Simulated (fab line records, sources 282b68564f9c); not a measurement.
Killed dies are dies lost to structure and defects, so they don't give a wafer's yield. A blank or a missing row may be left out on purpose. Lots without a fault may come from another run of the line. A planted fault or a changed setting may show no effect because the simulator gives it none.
fab line records | flow rit_cmos
record lots=6 wafers=18 last_day=6
route steps=202 shown ACTIVE@2 FOX1@20 FOX2@23 NWELL@28 PWELL@39 M1@202
lots that met no fault: from a run of the same line without faults
start_h: hours from the record's first day to the start of the lot's first wafer shown | wait_h: hours since the lot's step before | " the same as in the row above | L1.1+2: a row that stands for several wafers | - no value, or no start given | * or withheld: withheld | < > ~ a bound
route shown NAME@n: a module of which the file shows steps, and the number in the route of the first | usual: mean/standard deviation of fault-free wafers | same: alike in all rows | chamber/n: place in a boat | sites: the reading at each site | _std_site: their standard deviation | _edge_site: outer sites' mean less inner sites' | radius_mm: how far each site lies from the wafer's centre | mask NAME#n: copy n | behind: the tool/chamber that last shaped the wafer | hold: why the lot was held/for how many hours/how that ended | device: the transistor (n, p or np) that didn't switch | end of line: the same wafers' tests at the end of the route | a step without rows: its recipe alone | killed: dies lost to structure and defects at the first sort, not the wafer's yield | map: a wafer's dies, x killed, . not, _ none there
set.NAME: the setting as run; set.NAME@STEP: as run at that earlier step | model.NAME: the simulator's own value behind a step, which no gauge read
lots at some steps of the route; a table a step, a row a wafer
services: from which hour (start_h, from the record's first day; less than 0 if before it) a tool's chamber was out of use, for how many hours, and why
## steps
# step RIT_ACTIVE_OXIDATION_01
# recipe temp_c=1000 ambient=O2 target_thk_a=468 ox_time_s=3360
# step RIT_ACTIVE_THK_MEAS_02
# recipe reads=SiO2_of_ACTIVE_OXIDATION_01
# usual ACTIVE_OXIDE_THK=46.5/0.85
# columns lot.wafer tool chamber start_h wait_h ACTIVE_OXIDE_THK[nm]
L788.1 film_metro-01 - 13.27 0.0 46.0
L788.3 " - " " 47.0
L788.4 " - " " 46.6
L790.1 film_metro-02 - 23.63 0.0 44.7
L790.2 " - " " 44.8
L790.3 " - " " 45.3
L796.2 film_metro-02 - 53.10 0.0 46.5
L796.5 " - " " 46.2
L796.6 " - " " 46.4
L797.3 film_metro-02 - 60.55 0.0 47.3
L797.4 " - " " 47.2
L797.6 " - " " 46.9
L801.2 film_metro-02 - 85.76 0.0 46.1
L801.3 " - " " 46.2
L801.4 " - " " 46.7
L803.1 film_metro-01 - 87.68 0.0 46.0
L803.2 " - " " 46.4
L803.6 " - " " 46.1
# step RIT_ACTIVE_CVD_03
# recipe material=Si3N4 target_thk_nm=150 temp_c=810 precursor=SiH2Cl2/NH3 time_s=1500 pressure_mtorr=300 sih2cl2_flow_sccm=60 nh3_flow_sccm=150
# step RIT_ACTIVE_THK_MEAS_04
# recipe reads=Si3N4_of_ACTIVE_CVD_03
# usual ACTIVE_NITRIDE_THK=150.3/1.5
# columns lot.wafer tool chamber start_h wait_h ACTIVE_NITRIDE_THK[nm]
L788.1 film_metro-03 - 15.46 0.0 149.3
L788.3 " - " " 150.5
L788.4 " - " " 149.6
L790.1 film_metro-01 - 25.11 0.0 151.6
L790.2 " - " " 150.0
L790.3 " - " " 150.4
L796.2 film_metro-03 - 54.58 0.0 151.4
L796.5 " - " " 150.4
L796.6 " - " " 151.2
L797.3 film_metro-01 - 62.03 0.0 151.1
L797.4 " - " " 150.8
L797.6 " - " " 150.4
L801.2 film_metro-02 - 87.23 0.0 151.9
L801.3 " - " " 152.4
L801.4 " - " " 152.1
L803.1 film_metro-01 - 90.29 0.0 148.6
L803.2 " - " " 148.9
L803.6 " - " " 149.7
# step RIT_ACTIVE_HMDS_05
# recipe prime_time_s=60 prime_temp_c=140
# step RIT_ACTIVE_COAT_06
# recipe resist=NOVOLAK spin_rpm=3250 resist_thk_nm=1000
# step RIT_ACTIVE_SOFTBAKE_07
# recipe resist=NOVOLAK temp_c=90 time_s=60
# step RIT_ACTIVE_EXPOSE_08
# recipe mask_id=M1 na=0.6 source_shape=conventional sigma_outer=0.6 target_cd_nm=1400 dose_mj=225
# step RIT_ACTIVE_PEB_09
# recipe resist=NOVOLAK temp_c=withheld time_s=withheld
# step RIT_ACTIVE_DEVELOP_10
# recipe resist=NOVOLAK develop_time_s=50 dev_temp_c=23
# step RIT_ACTIVE_CD_MEAS_11
# recipe target_cd_nm=1400
# usual cd_nm=1399.4/2.3
# columns lot.wafer tool chamber start_h wait_h cd_nm
L788.1 cd_sem-01 - 16.49 - 1399.9
L788.3 " - " " 1400.4
L788.4 " - " " 1397.9
L790.1 cd_sem-01 - 26.02 - 1399.8
L790.2 " - " " 1401.3
L790.3 " - " " 1397.8
L796.2 cd_sem-02 - 55.62 - 1400.6
L796.5 " - " " 1399.3
L796.6 " - " " 1400.8
L797.3 cd_sem-02 - 63.08 - 1396.2
L797.4 " - " " 1395.9
L797.6 " - " " 1396.5
L801.2 cd_sem-01 - 88.40 - 1401.6
L801.3 " - " " 1402.3
L801.4 " - " " 1399.6
L803.1 cd_sem-02 - 91.43 - 1398.9
L803.2 " - " " 1399.1
L803.6 " - " " 1400.2
# step RIT_ACTIVE_HARDBAKE_12
# recipe resist=NOVOLAK temp_c=140 time_s=60
# step RIT_ACTIVE_ETCH_13
# recipe stop_on=SiO2 chemistry=SF6 target=Si3N4 time_s=210 over_etch_frac=0.4 SF6_flow_sccm=200 pressure_mtorr=260 rf_w=125 target_depth_a=2100
# usual drypump_motor_current_A=5.9/0.44 oes_product_au=0.825/0.013 throttle_valve_pct=7.50/0.12
# columns lot.wafer tool chamber start_h wait_h drypump_motor_current_A oes_product_au rf_hours_counter_h throttle_valve_pct
L788.1 rie_diel-02 1 16.76 0.1 6.0 0.827 17 7.54
L788.3 " 2 " " 6.2 0.818 152 7.39
L788.4 " 3 " " 5.8 0.798 111 7.39
L790.1 rie_diel-04 0 26.29 0.1 6.6 0.822 49 7.65
L790.2 " 3 " " 5.1 0.828 41 7.29
L790.3 " 1 " " 6.2 0.849 158 7.49
L796.2 rie_diel-04 0 55.87 0.1 6.6 0.822 50 7.66
L796.5 " 0 " " 6.6 0.814 - 7.65
L796.6 " 3 " " 5.2 0.837 - 7.29
L797.3 rie_diel-02 1 63.31 0.1 6.0 0.832 17 7.51
L797.4 " 3 " " 5.8 0.805 112 7.40
L797.6 " 0 " " 5.7 0.815 - 7.50
L801.2 rie_diel-02 0 88.65 0.1 5.6 0.810 145 7.49
L801.3 " 1 " " 6.0 0.841 18 7.55
L801.4 " 2 " " 6.2 0.829 153 7.38
L803.1 rie_diel-02 0 91.72 0.1 5.7 0.810 145 7.50
L803.2 " 2 " " 6.2 0.815 153 7.41
L803.6 " 3 " " 5.8 0.801 - 7.41
# step RIT_ACTIVE_STRIP_14
# recipe chemistry=O2 time_s=180 resist=NOVOLAK platen_temp_c=withheld power_w=500 pressure_mtorr=4000 o2_flow_sccm=4000
# usual drypump_motor_current_A=5.7/0.35
# columns lot.wafer tool chamber start_h wait_h drypump_motor_current_A rf_hours_counter_h
L788.1 plasma_asher-04 0 16.90 0.1 5.3 39
L788.3 " 0 " " 5.4 -
L788.4 " 1 " " 5.7 -
L790.1 plasma_asher-03 1 26.42 0.1 5.6 32
L790.2 " 0 " " 5.6 32
L790.3 " 0 " " 5.7 -
L796.2 plasma_asher-02 1 56.00 0.1 6.5 42
L796.5 " 1 " " 6.5 -
L796.6 " 0 " " 5.5 -
L797.3 plasma_asher-03 1 63.51 0.1 5.6 -
L797.4 " 0 " " 5.7 -
L797.6 " 0 " " 5.6 -
L801.2 plasma_asher-04 1 88.78 0.1 5.7 43
L801.3 " 1 " " 5.7 -
L801.4 " 0 " " 5.3 -
L803.1 plasma_asher-03 0 91.85 0.1 5.7 37
L803.2 " 1 " " 5.6 37
L803.6 " 1 " " 5.6 -
# step RIT_ACTIVE_CD_MEAS_90
# recipe target_cd_nm=1400
# usual cd_nm=1399.5/2.3
# columns lot.wafer tool chamber start_h wait_h cd_nm
L788.1 cd_sem-02 - 17.07 0.1 1400.4
L788.3 " - " " 1400.6
L788.4 " - " " 1397.9
L790.1 cd_sem-02 - 26.59 0.1 1399.4
L790.2 " - " " 1401.8
L790.3 " - " " 1398.2
L796.2 cd_sem-02 - 56.20 0.1 1400.2
L796.5 " - " " 1399.2
L796.6 " - " " 1401.2
L797.3 cd_sem-01 - 63.66 0.1 1396.4
L797.4 " - " " 1396.0
L797.6 " - " " 1396.7
L801.2 cd_sem-02 - 88.97 0.1 1401.1
L801.3 " - " " 1402.1
L801.4 " - " " 1399.6
L803.1 cd_sem-01 - 92.03 0.1 1398.8
L803.2 " - " " 1398.6
L803.6 " - " " 1400.2
# step RIT_ACTIVE_CLEAN_15
# recipe chemistry=SC1 mix=3:3:50 time_s=600 temp_c=75
# step RIT_ACTIVE_CLEAN_16
# recipe chemistry=dHF dilution=50:1 time_s=30
# step RIT_ACTIVE_CLEAN_17
# recipe chemistry=SC2 mix=3:3:50 time_s=600 temp_c=75 dry=n2_spin
# step RIT_FOX1_OXIDATION_00
# recipe temp_c=1100 ambient=H2O target_thk_a=3507 p_h2o_torr=720 ox_time_s=1130
# step RIT_FOX1_THK_MEAS_01
# recipe reads=SiO2_of_FOX1_OXIDATION_00
# usual FOX1_OXIDE_THK=350/7.9
# columns lot.wafer tool chamber start_h wait_h FOX1_OXIDE_THK[nm]
L788.1 film_metro-04 - 20.47 0.0 358
L788.3 " - " " 357
L788.4 " - " " 364
L790.1 film_metro-02 - 31.05 0.0 346
L790.2 " - " " 350
L790.3 " - " " 353
L796.2 film_metro-02 - 61.86 0.0 350
L796.5 " - " " 348
L796.6 " - " " 344
L797.3 film_metro-04 - 68.99 0.0 345
L797.4 " - " " 357
L797.6 " - " " 352
L801.2 film_metro-04 - 92.23 0.0 352
L801.3 " - " " 359
L801.4 " - " " 352
L803.1 film_metro-04 - 95.46 0.0 355
L803.2 " - " " 355
L803.6 " - " " 352
# step RIT_FOX1_WET_ETCH_02
# recipe chemistry=BOE target_depth_nm=350 time_s=390 temp_c=21.5 dry=n2_spin dilution=10:1 target=SiO2
# step RIT_FOX2_OXIDATION_00
# recipe temp_c=1100 ambient=H2O target_thk_a=3507 p_h2o_torr=720 ox_time_s=1130
# step RIT_FOX2_THK_MEAS_01
# recipe reads=SiO2_of_FOX2_OXIDATION_00
# usual FOX2_OXIDE_THK=350/6.4
# columns lot.wafer tool chamber start_h wait_h FOX2_OXIDE_THK[nm]
L788.1 film_metro-03 - 24.94 0.0 339
L788.3 " - " " 343
L788.4 " - " " 342
L790.1 film_metro-04 - 37.64 0.0 353
L790.2 " - " " 352
L790.3 " - " " 346
L796.2 film_metro-04 - 66.97 0.0 350
L796.5 " - " " 343
L796.6 " - " " 344
L797.3 film_metro-03 - 71.38 0.0 348
L797.4 " - " " 350
L797.6 " - " " 350
L801.2 film_metro-04 - 94.75 0.0 351
L801.3 " - " " 359
L801.4 " - " " 350
L803.1 film_metro-04 - 99.33 0.0 344
L803.2 " - " " 350
L803.6 " - " " 352
# step RIT_FOX2_CLEAN_02
# recipe chemistry=dHF dilution=50:1 time_s=180
# step RIT_FOX2_WET_ETCH_03
# recipe chemistry=H3PO4 target=Si3N4 target_depth_nm=195 temp_c=165 time_s=2700
# step RIT_FOX2_THK_MEAS_90
# recipe reads=SiO2_of_FOX2_OXIDATION_00
# usual FIELD_OXIDE_LEFT_1_THK=323/6.4
# columns lot.wafer tool chamber start_h wait_h FIELD_OXIDE_LEFT_1_THK[nm]
L788.1 film_metro-04 - 25.89 0.0 312
L788.3 " - " " 316
L788.4 " - " " 315
L790.1 film_metro-03 - 38.57 0.0 326
L790.2 " - " " 325
L790.3 " - " " 319
L796.2 film_metro-03 - 67.85 0.0 323
L796.5 " - " " 316
L796.6 " - " " 317
L797.3 film_metro-04 - 72.25 0.0 320
L797.4 " - " " 322
L797.6 " - " " 323
L801.2 film_metro-03 - 95.63 0.0 324
L801.3 " - " " 332
L801.4 " - " " 323
L803.1 film_metro-01 - 100.33 0.0 316
L803.2 " - " " 322
L803.6 " - " " 324
# step RIT_NWELL_HMDS_00
# recipe prime_time_s=60 prime_temp_c=140
# step RIT_NWELL_COAT_01
# recipe resist=NOVOLAK spin_rpm=2000 resist_thk_nm=1300
# step RIT_NWELL_SOFTBAKE_02
# recipe resist=NOVOLAK temp_c=90 time_s=60
# step RIT_NWELL_EXPOSE_03
# recipe mask_id=M2 na=0.57 target_cd_nm=43900 dose_mj=250
# step RIT_NWELL_PEB_04
# recipe resist=NOVOLAK temp_c=withheld time_s=withheld
# step RIT_NWELL_DEVELOP_05
# recipe resist=NOVOLAK develop_time_s=68 dev_temp_c=23
# step RIT_NWELL_OVL_MEAS_06
# usual NWELL_OVL=-0.1/1.2
# columns lot.wafer tool chamber start_h wait_h NWELL_OVL[nm]
L788.1 overlay-01 - 26.95 - 0.1
L788.3 " - " " 0.4
L788.4 " - " " -0.2
L790.1 overlay-02 - 39.64 - -1.1
L790.2 " - " " -0.7
L790.3 " - " " 0.0
L796.2 overlay-01 - 68.79 - 0.3
L796.5 " - " " -0.8
L796.6 " - " " -0.3
L797.3 overlay-01 - 73.31 - -1.6
L797.4 " - " " -0.1
L797.6 " - " " 1.3
L801.2 overlay-02 - 96.69 - 1.4
L801.3 " - " " 3.1
L801.4 " - " " 2.2
L803.1 overlay-02 - 106.20 - 0.6
L803.2 " - " " 0.5
L803.6 " - " " 1.2
# step RIT_NWELL_HARDBAKE_07
# recipe resist=NOVOLAK temp_c=140 time_s=120
# step RIT_NWELL_IMPLANT_08
# recipe species=P energy_kev=170 dose_cm2=5e+13 tilt_deg=7
# step RIT_NWELL_STRIP_09
# recipe chemistry=O2 time_s=180 resist=NOVOLAK platen_temp_c=withheld power_w=500 pressure_mtorr=4000 o2_flow_sccm=4000
# usual drypump_motor_current_A=5.5/0.34
# columns lot.wafer tool chamber start_h wait_h drypump_motor_current_A rf_hours_counter_h
L788.1 plasma_asher-03 1 27.39 0.1 5.5 32
L788.3 " 0 " " 5.7 -
L788.4 " 1 " " 5.5 -
L790.1 plasma_asher-04 1 40.07 0.1 5.8 40
L790.2 " 0 " " 5.3 40
L790.3 " 0 " " 5.3 -
L796.2 plasma_asher-01 0 69.22 0.1 6.0 28
L796.5 " 1 " " 5.0 -
L796.6 " 0 " " 6.0 -
L797.3 plasma_asher-04 0 73.79 0.1 5.3 -
L797.4 " 1 " " 5.8 -
L797.6 " 1 " " 5.7 -
L801.2 plasma_asher-01 1 97.28 0.1 5.0 30
L801.3 " 1 " " 5.0 -
L801.4 " 0 " " 6.0 -
L803.1 plasma_asher-04 1 106.64 0.1 5.8 45
L803.2 " 0 " " 5.4 45
L803.6 " 1 " " 5.7 -
# step RIT_NWELL_TW_MEAS_10
# usual NWELL_TW=2146/23
# columns lot.wafer tool chamber start_h wait_h NWELL_TW
L788.1 film_metro-04 - 27.56 0.1 2123
L788.3 " - " " 2131
L788.4 " - " " 2124
L790.1 film_metro-02 - 40.25 0.1 2129
L790.2 " - " " 2157
L790.3 " - " " 2145
L796.2 film_metro-01 - 69.40 0.1 2178
L796.5 " - " " 2179
L796.6 " - " " 2171
L797.3 film_metro-04 - 73.93 0.1 2149
L797.4 " - " " 2126
L797.6 " - " " 2127
L801.2 film_metro-04 - 97.46 0.1 2135
L801.3 " - " " 2142
L801.4 " - " " 2138
L803.1 film_metro-04 - 106.81 0.1 2147
L803.2 " - " " 2138
L803.6 " - " " 2127
# step RIT_PWELL_HMDS_00
# recipe prime_time_s=60 prime_temp_c=140
# step RIT_PWELL_COAT_01
# recipe resist=NOVOLAK spin_rpm=2000 resist_thk_nm=1300
# step RIT_PWELL_SOFTBAKE_02
# recipe resist=NOVOLAK temp_c=90 time_s=60
# step RIT_PWELL_EXPOSE_03
# recipe mask_id=M3 na=0.57 target_cd_nm=43700 dose_mj=250
# step RIT_PWELL_PEB_04
# recipe resist=NOVOLAK temp_c=withheld time_s=withheld
# step RIT_M1_PROBE_99
# usual killed_at_contacts=0.1/0.25 killed_at_front_end=7/3.1 killed_dies=7/3.2 killed_on_rim=1.9/1.5 killed_open=3.3/2 killed_short=3.5/2
# same gross_dies=264 killed_at_M0_to_M3=0 killed_at_M4_up=0 killed_at_back_side=0 killed_at_other=0
# columns lot.wafer tool chamber start_h wait_h hold killed_at_contacts killed_at_front_end killed_dies killed_on_rim killed_open killed_short
L788.1 prober-02 - 75.61 0.1 - 1 4 5 1 2 3
L788.3 prober-02 - 75.71 0.2 - 0 5 5 1 2 3
L788.4 prober-02 - 75.76 0.2 - 0 6 6 4 2 4
L790.1 prober-02 - 101.82 0.1 - 0 7 7 1 5 2
L790.2 prober-02 - 101.87 0.1 - 0 3 3 0 2 1
L790.3 prober-02 - 101.92 0.2 - 1 6 7 5 4 3
L796.2 prober-01 - 128.31 0.1 - 0 12 12 5 8 4
L796.5 prober-01 - 128.46 0.2 - 0 5 5 1 2 3
L796.6 prober-01 - 128.51 0.2 - 0 5 5 2 3 2
L797.3 prober-02 - 128.66 0.3 - 1 4 5 3 3 2
L797.4 prober-02 - 128.71 0.4 - 0 6 6 0 2 4
L797.6 prober-02 - 128.81 0.4 - 0 4 4 0 1 3
L801.2 prober-01 - 148.72 0.1 await_dispo/4.1h/release 0 11 11 4 5 6
L801.3 prober-01 - 148.77 0.2 await_dispo/4.1h/release 0 10 10 3 6 4
L801.4 prober-01 - 148.82 0.2 await_dispo/4.1h/release 0 37 37 11 9 4
L803.1 prober-02 - 150.66 0.1 await_dispo/2.1h/release 0 9 9 3 5 4
L803.2 prober-02 - 150.71 0.1 await_dispo/2.1h/release 0 30 30 11 1 5
L803.6 prober-02 - 150.91 0.2 await_dispo/2.1h/release 0 6 6 1 3 3
# killed by level:class
L788.1 FOX1:geometric_particle:open=1 GATE:geometric_particle:short=1 SILICIDE:geometric_particle:open=1 SILICIDE:geometric_particle:short=1 CONTACT:geometric_particle:short=1
L788.3 REOX:geometric_particle:short=2 GATE:geometric_particle:short=1 REOX:geometric_particle:open=1 SILICIDE:geometric_particle:open=1
L788.4 FOX1:geometric_particle:short=1 FOX2:geometric_particle:open=1 GATE:geometric_particle:open=1 GATE:geometric_particle:short=1 REOX:geometric_particle:short=1 SILICIDE:geometric_particle:short=1
L790.1 SILICIDE:geometric_particle:open=3 FOX2:geometric_particle:short=1 FOX2:geometric_particle:open=1 REOX:geometric_particle:short=1 SPACER:geometric_particle:open=1
L790.2 FOX2:geometric_particle:short=1 SPACER:geometric_particle:open=1 SILICIDE:geometric_particle:open=1
L790.3 REOX:geometric_particle:open=2 FOX1:geometric_particle:short=1 GATE:geometric_particle:short=1 SPACER:geometric_particle:open=1 SILICIDE:geometric_particle:short=1 CONTACT:geometric_particle:open=1
L796.2 SILICIDE:geometric_particle:open=4 FOX1:geometric_particle:open=2 SPACER:geometric_particle:short=2 FOX2:geometric_particle:short=1 REOX:geometric_particle:open=1 SPACER:geometric_particle:open=1 SILICIDE:geometric_particle:short=1
L796.5 FOX1:geometric_particle:short=1 FOX1:geometric_particle:open=1 FOX2:geometric_particle:short=1 SPACER:geometric_particle:short=1 SILICIDE:geometric_particle:open=1
L796.6 FOX1:geometric_particle:short=1 FOX2:geometric_particle:open=1 REOX:geometric_particle:open=1 SPACER:geometric_particle:short=1 SILICIDE:geometric_particle:open=1
L797.3 FOX1:geometric_particle:short=1 FOX2:geometric_particle:open=1 SILICIDE:geometric_particle:short=1 SILICIDE:geometric_particle:open=1 CONTACT:geometric_particle:open=1
L797.4 GATE:geometric_particle:short=2 SILICIDE:geometric_particle:open=2 SILICIDE:geometric_particle:short=2
L797.6 FOX2:geometric_particle:short=2 GATE:geometric_particle:short=1 SILICIDE:geometric_particle:open=1
L801.2 GATE:geometric_particle:short=4 GATE:geometric_particle:open=3 FOX1:geometric_particle:open=1 FOX2:geometric_particle:short=1 REOX:geometric_particle:short=1 REOX:geometric_particle:open=1
L801.3 GATE:geometric_particle:short=4 GATE:geometric_particle:open=3 FOX1:geometric_particle:open=2 REOX:geometric_particle:open=1
L801.4 ACTIVE:unspecified=24 FOX1:geometric_particle:open=4 FOX1:geometric_particle:short=2 FOX2:geometric_particle:open=2 GATE:geometric_particle:open=2 GATE:geometric_particle:short=1 SILICIDE:geometric_particle:short=1 SILICIDE:geometric_particle:open=1
L803.1 GATE:geometric_particle:open=3 GATE:geometric_particle:short=3 SPACER:geometric_particle:open=2 SPACER:geometric_particle:short=1
L803.2 ACTIVE:unspecified=24 FOX1:geometric_particle:short=2 SPACER:geometric_particle:short=2 GATE:geometric_particle:short=1 GATE:geometric_particle:open=1
L803.6 GATE:geometric_particle:short=2 FOX1:geometric_particle:open=1 FOX2:geometric_particle:open=1 GATE:geometric_particle:open=1 SPACER:geometric_particle:short=1
# map L801.4 (x killed, . not)
________....x.x_______
_____......xxxxxxx____
____......xxxxxxxxx___
___.......x...xxxx.x__
__....x.......x..xx.._
__x...........x.x...._
_.....................
_.................x...
_................xx...
_.....................
__..................._
__......x............_
___...x.............__
____.x.............___
_____.............____
________......._______
# map L803.2 (x killed, . not)
________....xxx_______
_____....x..xxxxxx____
____........xxxxxxx___
___......x..x.xxxxx.__
__.............x..x.._
__................x.._
_.....................
_.....................
_...............x.....
_.....................
__..................._
__..................._
___.................__
____......x........___
_____..x..........____
________......._______
## services
# columns tool chamber start_h hours kind
plasma_asher-04 - 19.79 15.6 pm
rie_diel-04 3 21.02 3.7 repair
plasma_asher-02 - 21.58 2.8 pm
rie_diel-04 2 25.39 4.3 repair
rie_diel-04 2 46.90 12.9 repair
plasma_asher-03 - 67.92 3.8 repair
rie_diel-04 2 74.04 16.5 repair
rie_diel-04 3 79.36 5.8 repair
rie_diel-04 1 96.45 - clean
rie_diel-04 1 96.45 17.8 scheduled_down
rie_diel-04 1 96.45 17.8 vent_cycle
## key
first_sign step=RIT_M1_PROBE_99 reading=killed_at_front_end direction=up sigmas=8.5 usual=7 struck=34
effect step=RIT_M1_PROBE_99 reading=killed_dies direction=up sigmas=8.5 usual=7 struck=34
met_at RIT_ACTIVE_ETCH_13
struck_wafers L801.4,L803.2
tester_left_out L801,L803
onset_between 16.76 88.65
fault kind=chamber_particle_source tool=rie_diel-02 chamber=2 onset_h=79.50 steps=RIT_ACTIVE_ETCH_13 rate_per_visit_cm2=1.0966 end_h=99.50
# tester_left_out: of these lots the tester's yield and bins aren't shown, on N5 and GAA mostly nor the transistor test; their killed dies are dies lost to structure and defects alone, not to doping, threshold or leakage, so they don't give the yield
